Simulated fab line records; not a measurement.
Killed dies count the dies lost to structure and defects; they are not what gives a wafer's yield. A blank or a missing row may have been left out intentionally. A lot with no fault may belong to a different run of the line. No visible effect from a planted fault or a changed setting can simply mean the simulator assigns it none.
Shared-tool check :: flow rit_cmos :: 13 lots, 39 wafers sampled

== REASON FOR OPENING ==
2 of 13 lots carry a flag on the reading M1_AL_RS at RIT_M1_RS_MEAS_01. Wafers without a fault read 0.0731 ohm/sq, standard deviation 0.0007.
Rule: a lot gets a flag if all its wafers with a number sit over 4 standard deviations from that mean, or if no wafer of it has a number. The other lots count as sound.

lot: L508
measured: day 3 05:41
on: film_metro-02
M1_AL_RS (ohm/sq), wafer by wafer: 0.0730 0.0721 0.0724
flag: 

lot: L509
measured: day 3 14:11
on: film_metro-02
M1_AL_RS (ohm/sq), wafer by wafer: 0.0726 0.0728 0.0731
flag: 

lot: L510
measured: day 3 21:23
on: film_metro-01
M1_AL_RS (ohm/sq), wafer by wafer: 0.0738 0.0733 0.0734
flag: 

lot: L511
measured: day 4 03:25
on: film_metro-04
M1_AL_RS (ohm/sq), wafer by wafer: 0.0737 0.0737 0.0732
flag: 

lot: L512
measured: day 4 06:58
on: film_metro-02
M1_AL_RS (ohm/sq), wafer by wafer: 0.0736 0.0720 0.0726
flag: 

lot: L513
measured: day 4 10:19
on: film_metro-01
M1_AL_RS (ohm/sq), wafer by wafer: 0.0740 0.0737 0.0741
flag: 

lot: L514
measured: day 4 19:43
on: film_metro-02
M1_AL_RS (ohm/sq), wafer by wafer: 0.0732 0.0723 0.0725
flag: 

lot: L515
measured: day 5 00:46
on: film_metro-04
M1_AL_RS (ohm/sq), wafer by wafer: 0.0731 0.0736 0.0734
flag: 

lot: L516
measured: day 5 04:15
on: film_metro-02
M1_AL_RS (ohm/sq), wafer by wafer: 0.0733 0.0730 0.0727
flag: 

lot: L517
measured: day 5 04:46
on: film_metro-02
M1_AL_RS (ohm/sq), wafer by wafer: 0.0738 0.0732 0.0728
flag: 

lot: L522
measured: day 6 09:14
on: film_metro-04
M1_AL_RS (ohm/sq), wafer by wafer: 0.0838 0.0848 0.0845
flag: FLAGGED

lot: L526
measured: day 7 00:32
on: film_metro-04
M1_AL_RS (ohm/sq), wafer by wafer: 0.0862 0.0881 0.0863
flag: FLAGGED

lot: L531
measured: day 8 04:27
on: film_metro-02
M1_AL_RS (ohm/sq), wafer by wafer: 0.0729 0.0728 0.0722
flag: 
The numbers of the flagged lots are 0.0856 ohm/sq on average: +0.0125 ohm/sq against the usual, or +18 standard deviations.

== TOOL THAT RAN EACH LOT ==
The record keeps 1 process step preceding the reading, out of 202 steps on the route. In each cell: the tool, then ch and the chambers that the sampled wafers went through, then the start.
lot: L508
flag: 
RIT_M1_SPUTTER_00: pvd_sputter-01, day 3 05:22

lot: L509
flag: 
RIT_M1_SPUTTER_00: pvd_sputter-02, day 3 13:52

lot: L510
flag: 
RIT_M1_SPUTTER_00: pvd_sputter-01, day 3 21:05

lot: L511
flag: 
RIT_M1_SPUTTER_00: pvd_sputter-02, day 4 03:06

lot: L512
flag: 
RIT_M1_SPUTTER_00: pvd_sputter-03, day 4 06:38

lot: L513
flag: 
RIT_M1_SPUTTER_00: pvd_sputter-01, day 4 10:00

lot: L514
flag: 
RIT_M1_SPUTTER_00: pvd_sputter-03, day 4 19:24

lot: L515
flag: 
RIT_M1_SPUTTER_00: pvd_sputter-01, day 5 00:28

lot: L516
flag: 
RIT_M1_SPUTTER_00: pvd_sputter-02, day 5 03:57

lot: L517
flag: 
RIT_M1_SPUTTER_00: pvd_sputter-01, day 5 04:27

lot: L522
flag: FLAGGED
RIT_M1_SPUTTER_00: pvd_sputter-03, day 6 08:54

lot: L526
flag: FLAGGED
RIT_M1_SPUTTER_00: pvd_sputter-03, day 7 00:12

lot: L531
flag: 
RIT_M1_SPUTTER_00: pvd_sputter-01, day 8 04:07
What these steps do:
- RIT_M1_SPUTTER_00: material Al, target thk 400 nm, time 500 s.
- RIT_M1_RS_MEAS_01: measures by four-point-probe.

== FLAGGED AGAINST TOTAL, ONE TOOL AT A TIME (gauges that did the reading follow at the end) ==
step: RIT_M1_SPUTTER_00
tool: pvd_sputter-01
lots run: 6
flagged: 0
share of the flagged lots: none
sound lots run after its first flagged lot: -

step: RIT_M1_SPUTTER_00
tool: pvd_sputter-02
lots run: 3
flagged: 0
share of the flagged lots: none
sound lots run after its first flagged lot: -

step: RIT_M1_SPUTTER_00
tool: pvd_sputter-03
lots run: 4
flagged: 2
share of the flagged lots: all
sound lots run after its first flagged lot: 0

step: RIT_M1_RS_MEAS_01
tool: film_metro-01
lots run: 2
flagged: 0
share of the flagged lots: none
sound lots run after its first flagged lot: -

step: RIT_M1_RS_MEAS_01
tool: film_metro-02
lots run: 7
flagged: 0
share of the flagged lots: none
sound lots run after its first flagged lot: -

step: RIT_M1_RS_MEAS_01
tool: film_metro-04
lots run: 4
flagged: 2
share of the flagged lots: all
sound lots run after its first flagged lot: 0

== WHAT THE TABLE PERMITS ==
Table rows that saw every flagged lot: 2, namely pvd_sputter-03 at RIT_M1_SPUTTER_00 and film_metro-04 at RIT_M1_RS_MEAS_01.
- pvd_sputter-03 at RIT_M1_SPUTTER_00 ran 4 lots, 2 of them flagged. It ran its last sound lot, L514, at day 4 19:24 and its first flagged lot, L522, at day 6 08:54: a fault with its onset between the two fits.
- film_metro-04 at RIT_M1_RS_MEAS_01 ran 4 lots, 2 of them flagged. It ran its last sound lot, L515, at day 5 00:46 and its first flagged lot, L522, at day 6 09:14: a fault with its onset between the two fits.
These 2 tools cannot be told apart by counting lots, since each of them fits a fault that started at some hour. More lots, or a look at what each step does to the wafer, might.

== WHAT THE SIMULATOR HAD INSERTED ==
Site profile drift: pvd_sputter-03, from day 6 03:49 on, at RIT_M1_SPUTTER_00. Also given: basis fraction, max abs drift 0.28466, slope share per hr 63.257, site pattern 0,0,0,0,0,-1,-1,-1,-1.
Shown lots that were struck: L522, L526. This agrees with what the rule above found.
